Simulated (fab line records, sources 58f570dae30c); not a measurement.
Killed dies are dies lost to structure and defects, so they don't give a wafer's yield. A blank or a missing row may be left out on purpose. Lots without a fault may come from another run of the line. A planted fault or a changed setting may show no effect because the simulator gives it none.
One fault seen from 2 desks | flow berkeley_cmos170 | each desk has only its own numbers; what lay behind them comes last

THE METROLOGY DESK
What the gauges read, lot by lot, whatever tool the lot ran on: means of the sampled wafers that have a number. A lot is out of limits, marked OUT, if its mean lies more than 4 standard deviations from the usual mean; the brackets give that distance.
Columns: A = cd_nm at UCB170_M3_CD_MEAS_90, usual 699 nm
lot  | first seen here | A
L167 | day 8 04:05     | 701
L166 | day 8 04:52     | 700
L168 | day 8 07:01     | 695
L169 | day 8 08:21     | 698
L170 | day 8 14:36     | 700
L175 | day 9 16:35     | 701
L176 | day 9 16:53     | 699
L180 | day 10 09:31    | 699
L179 | day 10 10:08    | 699
L182 | day 11 06:08    | 695
L188 | day 12 01:03    | 696
L187 | day 12 01:17    | 697
L185 | day 12 01:23    | 697
L189 | day 12 01:41    | 700
This desk's finding: nothing out of limits on any of the 14 lots.

THE TOOL OWNER'S DESK: pvd_sputter-02
The tool's own readings at UCB170_M1_SPUTTER_00 (material Al, target thk 600 nm, time 80 s): means of the sampled wafers that have a number, for each lot that ran on this tool. A lot is out of limits, marked OUT, if its mean lies more than 4 standard deviations from the usual mean; the brackets give that distance.
Columns: A = throttle_valve_pct at UCB170_M1_SPUTTER_00, usual 30.3 %
lot  | first seen here | A
L167 | day 7 11:21     | 32.0
L169 | day 7 14:12     | 30.5
L170 | day 7 19:06     | 32.2
L176 | day 8 19:32     | 31.4
L180 | day 9 15:29     | 31.6
This desk's finding: nothing out of limits on any of the 5 lots.

PUT TOGETHER
The metrology desk saw nothing out of limits.
The tool owner's desk saw nothing out of limits.

WHAT THE SIMULATOR HAD PUT IN
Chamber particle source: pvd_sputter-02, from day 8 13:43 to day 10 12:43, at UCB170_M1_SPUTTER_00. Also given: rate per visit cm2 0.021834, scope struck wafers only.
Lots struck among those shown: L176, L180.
